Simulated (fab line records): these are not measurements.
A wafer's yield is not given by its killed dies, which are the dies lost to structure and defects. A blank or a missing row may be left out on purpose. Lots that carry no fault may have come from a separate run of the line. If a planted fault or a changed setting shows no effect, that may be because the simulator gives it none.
Lot-split experiment | flow ritCmos | 5 lots, 23 wafers read, on a route of 202 steps

ABOUT THE SPLIT
At RIT_ACTIVE_CVD_03 (deposits Si3N4 from SiH2Cl2/NH3, target thk 150 nm, time 1500 s), the setting nh3FlowSccm was moved away from the recipe's 150 sccm on 20 of the 23 wafers read, by -6.3% to +12.3%. This setting was run at the recipe's value on the other wafers.

There is no step in the file separating the split from the reading.

THE READING
Si3N4_of_ACTIVE_CVD_03.thkNm (the simulator's own value, which no gauge read), in nm, at RIT_FOX1_OXIDATION_00 (target thk 350.7 nm, ox time 1130 s). The file does not state a usual value for it. Average 145.8 nm, standard deviation 0.45 nm, over the 3 wafers here run with the recipe.

wafer  | tool, chamber at the split | nh3FlowSccm as run, sccm | against the recipe | Si3N4_of_ACTIVE_CVD_03.thkNm, nm | against lot-mates on the recipe
L074.2 | -, -                       | 140.6                    | -6.3%              | 136.6                            | no lot-mate on the recipe
L074.5 | -, -                       | 140.6                    | -6.3%              | 136.6                            | no lot-mate on the recipe
L074.3 | -, -                       | 140.6                    | -6.3%              | 136                              | no lot-mate on the recipe
L074.4 | -, -                       | 140.6                    | -6.3%              | 135.7                            | no lot-mate on the recipe
L074.6 | -, -                       | 140.6                    | -6.3%              | 135.3                            | no lot-mate on the recipe
L077.3 | lpcvd-01, 0                | 150                      | recipe             | 145.7                            | -
L077.4 | lpcvd-01, 0                | 150                      | recipe             | 146.4                            | -
L077.5 | lpcvd-01, 0                | 150                      | recipe             | 145.3                            | -
L078.1 | -, -                       | 168.5                    | +12.3%             | 156.6                            | no lot-mate on the recipe
L078.5 | -, -                       | 168.5                    | +12.3%             | 156.6                            | no lot-mate on the recipe
L078.2 | -, -                       | 168.5                    | +12.3%             | 155.3                            | no lot-mate on the recipe
L078.3 | -, -                       | 168.5                    | +12.3%             | 156.3                            | no lot-mate on the recipe
L078.6 | -, -                       | 168.5                    | +12.3%             | 156.1                            | no lot-mate on the recipe
L081.1 | -, -                       | 156.8                    | +4.5%              | 147.1                            | no lot-mate on the recipe
L081.3 | -, -                       | 156.8                    | +4.5%              | 145.6                            | no lot-mate on the recipe
L081.5 | -, -                       | 156.8                    | +4.5%              | 145.6                            | no lot-mate on the recipe
L081.4 | -, -                       | 156.8                    | +4.5%              | 146.4                            | no lot-mate on the recipe
L081.6 | -, -                       | 156.8                    | +4.5%              | 146.2                            | no lot-mate on the recipe
L084.1 | -, -                       | 142.3                    | -5.1%              | 138.2                            | no lot-mate on the recipe
L084.2 | -, -                       | 142.3                    | -5.1%              | 138.3                            | no lot-mate on the recipe
L084.3 | -, -                       | 142.3                    | -5.1%              | 138.6                            | no lot-mate on the recipe
L084.4 | -, -                       | 142.3                    | -5.1%              | 137.5                            | no lot-mate on the recipe
L084.6 | -, -                       | 142.3                    | -5.1%              | 138.4                            | no lot-mate on the recipe

THE FIT
A straight line over all 23 wafers: Si3N4_of_ACTIVE_CVD_03.thkNm changes by +1.03 nm for each +1% of nh3FlowSccm; r = +0.98; the points scatter about the line by 1.4 nm.
Too few moved wafers have a lot-mate on the recipe to fit a line with each lot's own level taken away.

FILE'S OWN FIT
Si3N4_of_ACTIVE_CVD_03.thkNm changes by +1.03 nm for each +1% of nh3FlowSccm, r = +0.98.
